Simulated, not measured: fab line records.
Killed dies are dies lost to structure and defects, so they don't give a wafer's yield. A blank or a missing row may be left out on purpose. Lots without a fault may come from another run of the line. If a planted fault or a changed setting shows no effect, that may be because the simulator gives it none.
Which tool was responsible? + flow berkeleyCmos170 + 14 lots, 42 wafers sampled, at 4 steps of a route of 331

## WHAT EACH GAUGE READ, for each wafer
UCB170_GATE_THK_MEAS_05.
| lot  | measured     | on           | GATE_POLY_THK (nm) |
|------|--------------|--------------|--------------------|
| L628 | day 6 16:29  | filmMetro-04 | 208.8 207.6 207.6  |
| L631 | day 7 01:20  | filmMetro-02 | 204.4 204.1 205.6  |
| L632 | day 7 01:20  | filmMetro-04 | 207.8 208.8 209.1  |
| L634 | day 7 13:00  | filmMetro-02 | 206.2 204.6 204.6  |
| L633 | day 7 13:01  | filmMetro-04 | 208.2 204.7 204.8  |
| L635 | day 7 13:01  | filmMetro-03 | 210.8 213.0 211.4  |
| L636 | day 8 06:01  | filmMetro-02 | 206.8 206.8 207.7  |
| L637 | day 8 14:32  | filmMetro-02 | 208.5 210.1 207.4  |
| L638 | day 8 14:32  | filmMetro-04 | 210.5 210.3 209.8  |
| L639 | day 8 14:37  | filmMetro-02 | 206.0 206.4 204.1  |
| L645 | day 9 07:35  | filmMetro-02 | 209.6 211.6 209.3  |
| L648 | day 10 00:15 | filmMetro-02 | 210.5 211.9 210.6  |
| L649 | day 10 08:08 | filmMetro-03 | 208.3 208.2 208.3  |
| L650 | day 10 08:08 | filmMetro-02 | 206.7 206.8 208.3  |

UCB170_SDANNEAL_RS_MEAS_04: measurement is done with a four-point probe.
| lot  | measured     | on           | PLDD_RS (ohm/sq) |
|------|--------------|--------------|------------------|
| L628 | day 7 08:05  | filmMetro-02 | 1035 1031 1032   |
| L631 | day 7 20:41  | filmMetro-02 | 1028 1026 1026   |
| L632 | day 7 21:08  | filmMetro-03 | 1030 1031 1032   |
| L634 | day 8 08:54  | filmMetro-01 | 1030 1029 1032   |
| L633 | day 8 09:10  | filmMetro-02 | 1032 1034 1030   |
| L635 | day 8 08:43  | filmMetro-02 | 1030 1029 1033   |
| L636 | day 8 21:24  | filmMetro-02 | 1035 1032 1033   |
| L637 | day 9 07:53  | filmMetro-03 | 1038 1038 1033   |
| L638 | day 9 07:42  | filmMetro-01 | 1025 1023 1024   |
| L639 | day 9 08:23  | filmMetro-01 | 1027 1028 1029   |
| L645 | day 9 23:26  | filmMetro-01 | 1029 1029 1029   |
| L648 | day 10 21:46 | filmMetro-03 | 1027 1028 1025   |
| L649 | day 11 02:16 | filmMetro-03 | 1027 1031 1032   |
| L650 | day 10 21:17 | filmMetro-03 | 1036 1033 1034   |

UCB170_M3_CD_MEAS_15 targets a cd of 700 nm.
| lot  | measured     | on       | cdNm (nm)         |
|------|--------------|----------|-------------------|
| L628 | day 8 10:47  | cdSem-02 | 697.7 698.8 699.3 |
| L631 | day 8 19:26  | cdSem-01 | 702.6 701.5 701.3 |
| L632 | day 8 21:32  | cdSem-02 | 699.8 701.1 699.7 |
| L634 | day 9 12:20  | cdSem-01 | 697.3 696.4 698.7 |
| L633 | day 9 12:04  | cdSem-01 | 701.4 702.6 700.7 |
| L635 | day 9 11:04  | cdSem-01 | 699.5 698.2 698.7 |
| L636 | day 10 03:10 | cdSem-01 | 700.6 701.3 700.6 |
| L637 | day 10 08:02 | cdSem-01 | 700.4 701.2 699.9 |
| L638 | day 10 10:29 | cdSem-01 | 698.8 696.9 698.6 |
| L639 | day 10 10:37 | cdSem-02 | 700.9 700.3 700.1 |
| L645 | day 11 03:06 | cdSem-02 | 703.7 704.4 703.1 |
| L648 | day 11 19:20 | cdSem-02 | 700.1 698.3 699.0 |
| L649 | day 12 04:30 | cdSem-02 | 700.0 699.6 698.7 |
| L650 | day 11 18:59 | cdSem-02 | 700.2 700.1 700.5 |

## TOOL THAT RAN EACH LOT (tool first, then ch and the chambers of the sampled wafers, then the start)
| lot  | UCB170_PLDD_IMPLANT_08          |
|------|---------------------------------|
| L628 | implanter-01 ch 0, day 6 20:07  |
| L631 | implanter-03 ch 0, day 7 06:09  |
| L632 | implanter-01 ch 0, day 7 06:01  |
| L634 | implanter-04 ch 0, day 7 18:23  |
| L633 | implanter-01 ch 0, day 7 19:07  |
| L635 | implanter-01 ch 0, day 7 18:25  |
| L636 | implanter-01 ch 0, day 8 09:18  |
| L637 | implanter-04 ch 0, day 8 18:01  |
| L638 | implanter-01 ch 0, day 8 18:17  |
| L639 | implanter-04 ch 0, day 8 18:22  |
| L645 | implanter-01 ch 0, day 9 10:37  |
| L648 | implanter-03 ch 0, day 10 03:54 |
| L649 | implanter-03 ch 0, day 10 11:41 |
| L650 | implanter-04 ch 0, day 10 11:11 |
- UCB170_PLDD_IMPLANT_08

## WHAT THE TOOLS THEMSELVES READ (means of the sampled wafers that have a number; where no wafer has one, the mark that the record gives instead)
UCB170_PLDD_IMPLANT_08.
| lot  | tool         | beamEnergyKeV | beamOnS (s) |
|------|--------------|---------------|-------------|
| L628 | implanter-01 | 9.999         | 10.16       |
| L631 | implanter-03 | 10.001        | 10.11       |
| L632 | implanter-01 | 10.002        | 10.09       |
| L634 | implanter-04 | 10.002        | 9.68        |
| L633 | implanter-01 | 10.002        | 9.91        |
| L635 | implanter-01 | 9.998         | 10.30       |
| L636 | implanter-01 | 10.001        | 9.87        |
| L637 | implanter-04 | 9.998         | 10.14       |
| L638 | implanter-01 | 10.278        | 9.89        |
| L639 | implanter-04 | 9.999         | 9.99        |
| L645 | implanter-01 | 10.277        | 10.02       |
| L648 | implanter-03 | 9.997         | 9.85        |
| L649 | implanter-03 | 9.998         | 9.91        |
| L650 | implanter-04 | 10.002        | 9.96        |

## THE ANSWER, worked out from the rows above alone
Rule: usual is defined by the lots themselves. The widest of any qualifying gaps counts: lots, ordered by their means at a reading, are off when they make up no more than a third of the lots, leave a main group of 4 or more, and stand apart from it by 3 or more times the standard deviation of that group's means. A main group whose means are all the same, to the digits that the tables above print for the reading, isn't used. Also off: a lot with no number at a reading for which 4 or more lots have one. The other lots that the step has rows for count as sound. Order of review: gauges by route order, followed by the tools' own readings, for which a lot's mean as printed above is used. The first step at which some lot is off is used, and at that step the reading that is off furthest; a lot without a number counts as furthest.
Off: L638, L645, at UCB170_PLDD_IMPLANT_08 (beamEnergyKeV). Main group: mean 10.000, sd 0.0018.
A tool fits if, at that step or a process step before it, it ran every lot that is off, and no sound lot after the first of them. One fits: implanter-01 at UCB170_PLDD_IMPLANT_08. A fault onset in the window from L636 (day 8 09:18, its last sound lot) to L638 (day 8 18:17, its first lot off) fits.
The tool's own readings at UCB170_PLDD_IMPLANT_08 bear it out: on the lots that are off they differ by more than 5 times the standard deviation of the sound lots' means. beamEnergyKeV reads 10.277 there against 10.000 on the sound lots.

## WHAT HAD BEEN PUT IN BY THE SIMULATOR
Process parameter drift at UCB170_PLDD_IMPLANT_08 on implanter-01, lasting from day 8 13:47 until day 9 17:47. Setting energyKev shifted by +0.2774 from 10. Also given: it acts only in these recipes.
Shown lots that were struck: L638, L645. This agrees with what the rule above found.
